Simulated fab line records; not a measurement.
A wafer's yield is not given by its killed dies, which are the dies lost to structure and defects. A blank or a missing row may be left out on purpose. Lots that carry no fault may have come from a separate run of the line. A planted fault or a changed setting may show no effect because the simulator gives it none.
fab line records	flow berkeleyCmos170
[record] lots = 15	wafers = 45	lastDay = 12
route steps=331 shown V2@295 M3@310
lots that met no fault: taken from a fault-free run of the same line
startH: the number of hours between the record's first day and the start of the first shown wafer of the lot	waitH: hours from the lot's prior step to this one	" same as the row above	L1.1+2: a row that stands for several wafers	- no value, or no start given	* or withheld: withheld	< > ~ a bound
route shown NAME@n: NAME is a module with steps in the file, n the number in the route of the first one	usual: average and standard deviation across the fault-free wafers	same: alike in all rows	chamber/n: place in a boat	sites: the reading at each site	_std_site: the standard deviation of these	_edge_site: the outer-site mean with the inner-site mean subtracted	radiusMm: how far each site lies from the wafer's centre	mask NAME#n: copy n	behind: tool/chamber where the wafer was last shaped	hold: what put the lot on hold/how long, in hours/how the hold closed	device: the transistor (n, p or np) that didn't switch	end of line: the route-end tests of the same wafers	where a step has no rows: the recipe by itself	killed: at the first sort, the dies lost to defects and structure; wafer yield is something else	map: a wafer's dies, x killed, . not, _ none there
set.NAME: the setting the step ran with; set.NAME@STEP: the setting that earlier step ran with	model.NAME: the simulator's own value behind a step, which no gauge read
route steps across a sampled set of lots; one table per step, one row per wafer
services: a tool's chamber out of use, with start hour (startH, from the record's first day; less than 0 if before it), hours out, and reason
[[steps]]
[step UCB170_V2_BOW_MEAS_03]
[recipe] mode = bow
[usual] V2_BOW = 37/7.1
lot.wafer	tool	chamber	startH	waitH	V2_BOW[um]
L116.2	filmMetro-03	-	188.36	0.1	37
L116.5	"	-	"	"	45
L116.6	"	-	"	"	25
L117.1	filmMetro-01	-	188.71	0.1	39
L117.3	"	-	"	"	29
L117.5	"	-	"	"	46
L119.1	filmMetro-03	-	200.69	0.2	40
L119.2	"	-	"	"	33
L119.4	"	-	"	"	43
L123.1	filmMetro-02	-	212.14	0.1	39
L123.3	"	-	"	"	33
L123.4	"	-	"	"	21
L128.3	filmMetro-01	-	246.41	0.2	25
L128.4	"	-	"	"	20
L128.6	"	-	"	"	34
L129.1	filmMetro-02	-	246.64	0.2	30
L129.3	"	-	"	"	46
L129.6	"	-	"	"	36
L125.2	filmMetro-02	-	247.18	0.1	28
L125.3	"	-	"	"	37
L125.5	"	-	"	"	40
L130.1	filmMetro-01	-	265.81	0.2	31
L130.2	"	-	"	"	46
L130.6	"	-	"	"	39
L131.1	filmMetro-01	-	267.60	0.1	31
L131.2	"	-	"	"	34
L131.5	"	-	"	"	36
L134.1	filmMetro-03	-	276.54	0.1	35
L134.3	"	-	"	"	32
L134.5	"	-	"	"	41
L133.1	filmMetro-02	-	277.78	0.2	44
L133.2	"	-	"	"	45
L133.5	"	-	"	"	34
L136.1	filmMetro-01	-	286.98	0.2	29
L136.2	"	-	"	"	43
L136.5	"	-	"	"	26
L138.3	filmMetro-03	-	289.87	0.3	37
L138.5	"	-	"	"	42
L138.6	"	-	"	"	50
L139.1	filmMetro-03	-	290.18	0.2	45
L139.2	"	-	"	"	28
L139.3	"	-	"	"	38
L135.2	filmMetro-02	-	291.88	0.1	41
L135.4	"	-	"	"	38
L135.6	"	-	"	"	32
[step UCB170_M3_SPUTTER_01]
[recipe] material = Al	targetThkNm = 900	timeS = 120	powerW = 6000	chamberPressurePa = 0.5
[usual] throttleValvePct = 30.1/0.89
lot.wafer	tool	chamber	startH	waitH	throttleValvePct
L116.2	pvdSputter-03	-	191.99	0.0	30.8
L116.5	"	-	"	"	30.1
L116.6	"	-	"	"	30.8
L117.1	pvdSputter-04	-	192.27	0.0	29.9
L117.3	"	-	"	"	27.6
L117.5	"	-	"	"	27.8
L119.1	pvdSputter-03	-	203.85	0.0	31.2
L119.2	"	-	"	"	30.5
L119.4	"	-	"	"	31.0
L123.1	pvdSputter-04	-	214.08	0.0	30.2
L123.3	"	-	"	"	28.0
L123.4	"	-	"	"	27.8
L128.3	pvdSputter-01	-	249.56	0.0	29.5
L128.4	"	-	"	"	30.1
L128.6	"	-	"	"	30.1
L129.1	pvdSputter-03	-	249.68	0.0	31.0
L129.3	"	-	"	"	30.9
L129.6	"	-	"	"	31.4
L125.2	pvdSputter-04	-	249.91	0.0	30.3
L125.3	"	-	"	"	29.1
L125.5	"	-	"	"	30.5
L130.1	pvdSputter-03	-	267.86	0.0	30.9
L130.2	"	-	"	"	30.3
L130.6	"	-	"	"	30.3
L131.1	pvdSputter-03	-	269.76	0.0	31.0
L131.2	"	-	"	"	31.1
L131.5	"	-	"	"	30.2
L134.1	pvdSputter-01	-	278.74	0.0	29.7
L134.3	"	-	"	"	30.3
L134.5	"	-	"	"	30.6
L133.1	pvdSputter-03	-	280.22	0.0	30.8
L133.2	"	-	"	"	30.9
L133.5	"	-	"	"	30.6
L136.1	pvdSputter-03	-	288.98	0.0	30.9
L136.2	"	-	"	"	31.2
L136.5	"	-	"	"	30.1
L138.3	pvdSputter-03	-	291.68	0.0	30.3
L138.5	"	-	"	"	30.5
L138.6	"	-	"	"	31.2
L139.1	pvdSputter-04	-	292.14	0.0	27.8
L139.2	"	-	"	"	30.3
L139.3	"	-	"	"	29.0
L135.2	pvdSputter-01	-	293.98	0.0	30.4
L135.4	"	-	"	"	30.4
L135.6	"	-	"	"	30.5
[step UCB170_M3_STRIP_07]
[recipe] chemistry = O2	powerW = 400	pressureMtorr = 3500	platenTempC = withheld	o2FlowSccm = 400	overashFraction = 0.5
[usual] drypumpMotorCurrentA = 5.4/0.55	oesProductAu = 0.735/0.0046	stripTimeToEndpointS = 21.93/0.062
lot.wafer	tool	chamber	startH	waitH	drypumpMotorCurrentA	oesProductAu	rfHoursCounterH	stripTimeToEndpointS
L116.2	plasmaAsher-04	0	192.77	0.1	5.2	0.737	44	21.87
L116.5	"	1	"	"	5.1	0.735	-	21.93
L116.6	"	0	"	"	5.2	0.738	-	21.93
L117.1	plasmaAsher-03	0	193.02	0.1	4.9	0.738	50	21.95
L117.3	"	1	"	"	4.8	0.742	-	21.96
L117.5	"	0	"	"	4.9	0.725	-	21.96
L119.1	plasmaAsher-03	0	204.56	0.1	4.8	0.734	51	21.97
L119.2	"	1	"	"	4.8	0.731	51	21.93
L119.4	"	1	"	"	4.8	0.739	-	21.91
L123.1	plasmaAsher-01	0	214.79	0.1	6.2	0.731	43	21.97
L123.3	"	1	"	"	6.0	0.729	-	21.87
L123.4	"	0	"	"	6.1	0.739	-	21.89
L128.3	plasmaAsher-01	0	250.31	0.1	6.2	0.738	-	21.87
L128.4	"	1	"	"	6.0	0.734	-	21.88
L128.6	"	1	"	"	6.0	0.725	-	21.93
L129.1	plasmaAsher-04	0	250.40	0.1	5.2	0.728	49	21.97
L129.3	"	0	"	"	5.2	0.726	-	22.01
L129.6	"	1	"	"	5.1	0.731	-	21.94
L125.2	plasmaAsher-03	0	250.85	0.1	4.8	0.736	55	21.86
L125.3	"	1	"	"	4.8	0.729	-	21.92
L125.5	"	1	"	"	4.8	0.734	-	21.83
L130.1	plasmaAsher-04	0	268.57	0.1	5.2	0.730	52	21.97
L130.2	"	1	"	"	5.0	0.730	52	21.95
L130.6	"	1	"	"	5.0	0.735	-	22.02
L131.1	plasmaAsher-03	1	270.62	0.1	4.8	0.739	58	22.05
L131.2	"	0	"	"	4.8	0.730	58	22.02
L131.5	"	0	"	"	4.8	0.739	-	22.02
L134.1	plasmaAsher-01	1	279.53	0.1	6.0	0.743	50	21.92
L134.3	"	0	"	"	6.2	0.740	-	21.86
L134.5	"	0	"	"	6.2	0.735	-	21.88
L133.1	plasmaAsher-01	1	281.41	0.1	6.0	0.721	50	22.00
L133.2	"	0	"	"	6.2	0.735	50	21.97
L133.5	"	0	"	"	6.2	0.735	-	22.01
L136.1	plasmaAsher-03	1	289.74	0.1	4.8	0.734	60	22.05
L136.2	"	0	"	"	4.8	0.746	60	22.09
L136.5	"	0	"	"	4.8	0.740	-	22.12
L138.3	plasmaAsher-04	0	292.43	0.1	5.2	0.727	-	21.97
L138.5	"	0	"	"	5.2	0.731	-	21.92
L138.6	"	1	"	"	5.0	0.729	-	22.02
L139.1	plasmaAsher-01	1	293.01	0.1	6.0	0.731	51	21.90
L139.2	"	0	"	"	6.2	0.732	51	21.83
L139.3	"	0	"	"	6.1	0.741	-	21.87
L135.2	plasmaAsher-03	1	294.69	0.1	4.8	0.731	61	21.87
L135.4	"	0	"	"	4.8	0.736	-	21.84
L135.6	"	0	"	"	4.8	0.733	-	21.89
[step UCB170_M3_ETCH_17]
[recipe] chemistry = N2/H2	targetDepthA = withheld	overetchA = withheld	target = BARC	timeS = withheld	sourceW = 500	biasW = 100	pressureMtorr = 30	n2FlowSccm = 100	h2FlowSccm = 200
[usual] biasW = 99.94/0.29	chamberPressureMTorr = 30.00/0.03	drypumpMotorCurrentA = 5.7/0.56	n2FlowSccm = 100.0/0.31	oesProductAu = 0.995/0.019	throttleValvePct = 13.28/0.12
lot.wafer	tool	chamber	startH	waitH	biasW	chamberPressureMTorr	drypumpMotorCurrentA	n2FlowSccm	oesProductAu	throttleValvePct
L116.2	rieDiel-04	2	194.24	0.0	99.63	30.04	5.8	100.5	0.971	13.21
L116.5	"	1	"	"	100.31	29.96	6.4	99.9	1.026	13.19
L116.6	"	0	"	"	99.80	30.02	5.1	100.7	0.989	13.12
L117.1	rieDiel-01	1	194.58	0.0	100.12	30.01	4.7	100.0	1.017	13.14
L117.3	"	2	"	"	99.96	29.97	4.8	100.4	0.976	13.54
L117.5	"	1	"	"	99.79	30.04	4.7	100.2	1.020	13.14
L119.1	rieDiel-03	3	207.55	0.0	99.55	29.99	6.3	100.2	1.023	13.48
L119.2	"	0	"	"	99.42	30.00	6.1	100.3	0.998	13.36
L119.4	"	1	"	"	100.13	29.98	5.4	100.1	1.003	13.27
L123.1	rieDiel-01	3	216.40	0.0	99.97	29.99	6.1	100.3	0.983	13.40
L123.3	"	0	"	"	99.49	29.97	5.8	100.1	1.011	13.30
L123.4	"	1	"	"	99.52	30.02	4.7	99.5	1.011	13.15
L128.3	rieDiel-01	3	252.61	0.0	99.98	30.01	6.0	100.1	0.998	13.37
L128.4	"	0	"	"	100.10	29.95	5.7	99.9	1.020	13.29
L128.6	"	1	"	"	100.12	29.99	4.7	100.2	1.020	13.15
L129.1	rieDiel-04	0	252.88	0.0	-	-	-	-	-	-
L129.3	"	3	"	"	-	-	-	-	-	-
L129.6	"	1	"	"	-	-	-	-	-	-
L125.2	rieDiel-03	2	253.08	0.0	-	-	-	-	-	-
L125.3	"	1	"	"	-	-	-	-	-	-
L125.5	"	1	"	"	-	-	-	-	-	-
L130.1	rieDiel-04	0	269.99	0.0	-	-	-	-	-	-
L130.2	"	2	"	"	-	-	-	-	-	-
L130.6	"	2	"	"	-	-	-	-	-	-
L131.1	rieDiel-04	2	272.03	0.0	99.70	29.91	5.8	100.4	0.956	13.22
L131.2	"	3	"	"	99.84	29.95	5.6	100.2	0.978	13.35
L131.5	"	0	"	"	99.45	30.07	5.1	99.8	0.992	13.10
L134.1	rieDiel-03	2	281.60	0.0	100.19	30.00	6.2	100.1	0.982	13.18
L134.3	"	1	"	"	99.76	30.03	5.4	99.8	1.004	13.27
L134.5	"	1	"	"	100.25	30.00	5.4	100.0	1.015	13.26
L133.1	rieDiel-04	2	283.29	0.0	100.56	29.98	5.8	100.2	0.966	13.22
L133.2	"	1	"	"	99.66	30.02	6.4	100.1	1.012	13.20
L133.5	"	0	"	"	100.10	29.99	5.1	99.9	0.998	13.12
L136.1	rieDiel-01	3	291.09	0.0	100.50	29.99	6.1	100.0	0.998	13.39
L136.2	"	1	"	"	99.84	30.01	4.7	99.8	1.002	13.13
L136.5	"	0	"	"	99.79	29.95	5.8	99.9	1.003	13.31
L138.3	rieDiel-04	3	293.73	0.0	99.60	30.00	5.6	100.3	0.967	13.35
L138.5	"	1	"	"	99.90	30.02	6.4	99.5	1.008	13.18
L138.6	"	2	"	"	99.80	29.91	5.8	100.0	0.961	13.23
L139.1	rieDiel-01	0	294.29	0.0	99.83	29.98	5.8	99.5	1.016	13.30
L139.2	"	2	"	"	99.73	29.97	4.9	100.2	0.975	13.50
L139.3	"	1	"	"	100.01	29.97	4.7	99.8	1.012	13.15
L135.2	rieDiel-04	2	296.61	0.0	99.98	30.04	5.8	99.7	0.965	13.20
L135.4	"	3	"	"	100.23	29.99	5.6	99.9	0.974	13.35
L135.6	"	1	"	"	99.57	29.99	6.4	100.3	1.013	13.21
[step UCB170_M3_METAL_ETCH_18]
[recipe] chemistry = Cl2/BCl3	target = Al	stopOn = SiO2	pressureMtorr = 12	targetDepthA = 11700	overEtchFrac = 0.3	timeS = 195	icpW = 600	biasW = 120	Cl2_flow_sccm = 90	bcl3FlowSccm = 45
[usual] bcl3FlowSccm = 44.97/0.14	biasW = 120.0/0.33	drypumpMotorCurrentA = 5.7/0.32	oesProductAu = 0.862/0.018	throttleValvePct = 24.23/0.18
lot.wafer	tool	chamber	startH	waitH	bcl3FlowSccm	biasW	drypumpMotorCurrentA	oesProductAu	rfHoursCounterH	throttleValvePct
L116.2	rieMetal-02	0	194.35	-	44.92	120.3	5.4	0.881	-	24.28
L116.5	"	0	"	"	44.93	120.2	5.4	0.882	-	24.26
L116.6	"	0	"	"	44.66	120.7	5.4	0.874	-	24.26
L117.1	rieMetal-01	1	194.62	-	44.82	120.7	5.9	0.832	12	24.05
L117.3	"	0	"	"	44.88	119.4	5.9	0.874	-	24.28
L117.5	"	0	"	"	44.79	120.0	5.9	0.886	-	24.28
L119.1	rieMetal-03	0	207.59	-	45.02	119.2	5.8	0.849	5	24.11
L119.2	"	1	"	"	45.10	119.8	5.3	0.845	3	24.03
L119.4	"	0	"	"	44.97	120.1	5.8	0.854	-	24.10
L123.1	rieMetal-03	1	216.44	-	45.09	120.3	5.3	0.836	3	24.05
L123.3	"	1	"	"	45.08	120.5	5.3	0.848	-	24.04
L123.4	"	0	"	"	44.87	120.3	5.8	0.854	-	24.11
L128.3	rieMetal-01	0	252.71	-	44.95	120.0	5.9	0.857	-	24.31
L128.4	"	1	"	"	45.24	120.1	5.9	0.837	-	24.04
L128.6	"	1	"	"	45.10	120.2	5.9	0.839	-	24.06
L129.1	rieMetal-02	0	252.93	-	45.08	120.2	5.4	0.396	9	24.50
L129.3	"	0	"	"	45.10	120.0	5.3	0.383	-	24.49
L129.6	"	0	"	"	44.94	119.8	5.4	0.389	-	24.49
L125.2	rieMetal-03	0	253.12	-	45.06	119.9	5.8	0.376	7	24.35
L125.3	"	0	"	"	44.90	120.0	5.8	0.375	-	24.33
L125.5	"	0	"	"	44.80	119.7	5.8	0.379	-	24.34
L130.1	rieMetal-03	1	270.03	-	45.06	120.3	5.4	0.376	4	24.28
L130.2	"	0	"	"	45.02	119.7	5.8	0.364	7	24.34
L130.6	"	1	"	"	45.17	120.4	5.3	0.376	-	24.29
L131.1	rieMetal-02	0	272.07	-	45.09	119.8	5.3	0.891	9	24.26
L131.2	"	1	"	"	44.83	120.2	6.2	0.884	1	24.49
L131.5	"	0	"	"	45.03	120.3	5.3	0.886	-	24.27
L134.1	rieMetal-03	1	281.64	-	45.31	120.2	5.3	0.850	5	24.05
L134.3	"	0	"	"	44.72	119.9	5.8	0.858	-	24.11
L134.5	"	0	"	"	45.10	119.9	5.8	0.857	-	24.12
L133.1	rieMetal-02	1	283.33	-	44.80	119.7	6.2	0.888	2	24.50
L133.2	"	1	"	"	44.88	120.4	6.1	0.878	-	24.53
L133.5	"	1	"	"	44.77	119.9	6.1	0.881	-	24.52
L136.1	rieMetal-02	1	291.14	-	44.89	120.3	6.1	0.865	2	24.51
L136.2	"	1	"	"	44.89	120.2	6.1	0.871	-	24.51
L136.5	"	1	"	"	44.97	120.4	6.2	0.871	-	24.51
L138.3	rieMetal-02	1	293.90	-	44.97	120.4	6.2	0.890	-	24.51
L138.5	"	1	"	"	44.82	120.5	6.1	0.878	-	24.53
L138.6	"	1	"	"	45.03	120.2	6.2	0.881	-	24.52
L139.1	rieMetal-01	1	294.33	-	44.96	119.6	5.9	0.832	16	24.03
L139.2	"	0	"	"	44.92	120.1	5.9	0.867	6	24.28
L139.3	"	1	"	"	45.00	119.7	5.9	0.829	-	24.04
L135.2	rieMetal-03	1	296.65	-	45.05	120.0	5.4	0.841	6	24.04
L135.4	"	1	"	"	45.11	120.0	5.3	0.836	-	24.07
L135.6	"	1	"	"	45.14	119.8	5.3	0.830	-	24.05
[step UCB170_M3_CD_MEAS_90]
[recipe] targetCdNm = 700
[usual] cdNm = 700.1/2.5
lot.wafer	tool	chamber	startH	waitH	cdNm
L116.2	cdSem-02	-	194.78	0.1	702.0
L116.5	"	-	"	"	700.9
L116.6	"	-	"	"	702.7
L117.1	cdSem-01	-	194.91	0.1	697.0
L117.3	"	-	"	"	701.7
L117.5	"	-	"	"	702.2
L119.1	cdSem-01	-	207.88	0.1	704.1
L119.2	"	-	"	"	704.1
L119.4	"	-	"	"	707.0
L123.1	cdSem-02	-	216.73	0.1	700.6
L123.3	"	-	"	"	700.9
L123.4	"	-	"	"	704.0
L128.3	cdSem-01	-	252.98	0.1	695.5
L128.4	"	-	"	"	697.6
L128.6	"	-	"	"	698.4
L129.1	cdSem-02	-	253.21	0.1	-
L129.3	"	-	"	"	-
L129.6	"	-	"	"	-
L125.2	cdSem-01	-	253.43	0.1	-
L125.3	"	-	"	"	-
L125.5	"	-	"	"	-
L130.1	cdSem-02	-	270.32	0.1	-
L130.2	"	-	"	"	-
L130.6	"	-	"	"	-
L131.1	cdSem-02	-	272.36	0.1	700.7
L131.2	"	-	"	"	699.8
L131.5	"	-	"	"	702.6
L134.1	cdSem-01	-	281.93	0.1	699.4
L134.3	"	-	"	"	701.5
L134.5	"	-	"	"	701.3
L133.1	cdSem-01	-	283.80	0.1	697.6
L133.2	"	-	"	"	698.3
L133.5	"	-	"	"	696.1
L136.1	cdSem-01	-	291.61	0.1	696.8
L136.2	"	-	"	"	699.3
L136.5	"	-	"	"	697.4
L138.3	cdSem-02	-	294.29	0.1	701.5
L138.5	"	-	"	"	699.2
L138.6	"	-	"	"	702.7
L139.1	cdSem-02	-	294.61	0.1	698.8
L139.2	"	-	"	"	700.9
L139.3	"	-	"	"	701.4
L135.2	cdSem-02	-	296.96	0.1	698.3
L135.4	"	-	"	"	698.8
L135.6	"	-	"	"	700.5
[[services]]
tool	chamber	startH	hours	kind
rieDiel-03	0	170.99	4.4	repair
rieDiel-04	2	178.08	5.1	repair
plasmaAsher-04	-	178.22	1.9	repair
rieMetal-02	1	180.82	-	clean
rieMetal-02	1	180.82	31.0	scheduledDown
rieMetal-02	1	180.82	31.0	ventCycle
plasmaAsher-03	-	187.36	4.3	repair
rieDiel-01	-	202.24	2.8	pm
rieDiel-01	1	205.96	8.2	repair
rieDiel-04	1	205.99	17.1	repair
rieDiel-03	3	231.33	10.4	repair
plasmaAsher-03	-	245.87	2.0	repair
rieMetal-01	-	246.90	1.4	pm
rieMetal-01	-	266.07	0.1	repair
rieDiel-04	3	274.57	2.9	repair
rieMetal-02	0	279.70	15.1	repair
rieMetal-03	-	293.87	1.4	pm
[[key]]
[firstSign] step = UCB170_M3_ETCH_17	reading = toolRecord	direction = missing
[effect] step = UCB170_M3_METAL_ETCH_18	reading = oesProductAu	direction = down	sigmas = 27	usual = 0.862	struck = 0.379
[effect] step = UCB170_M3_CD_MEAS_90	reading = cdNm	direction = missing
metAt UCB170_M3_ETCH_17
struckLots L125,L129,L130
laterRowsLeftOut L125.2,L125.3,L125.5,L129.1,L129.3,L129.6,L130.1,L130.2,L130.6
sortLeftOut L125.2,L125.3,L125.5,L129.1,L129.3,L129.6,L130.1,L130.2,L130.6
notActingAt UCB170_V2_BOW_MEAS_03,UCB170_M3_SPUTTER_01,UCB170_M3_STRIP_07
onsetBetween 207.55 252.88
[fault] kind = skippedStepWhole	tool = rieDiel-03,rieDiel-04	chamber = -	onsetH = 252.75	steps = UCB170_M3_ETCH_17	scope = struckLotsOnly
// sortLeftOut: the simulated sort isn't trusted on such a fault, so these wafers' sort isn't shown, and their yield isn't known
// laterRowsLeftOut: the simulator's readings of these wafers behind a module that went badly wrong aren't trusted and aren't shown, but for the sort
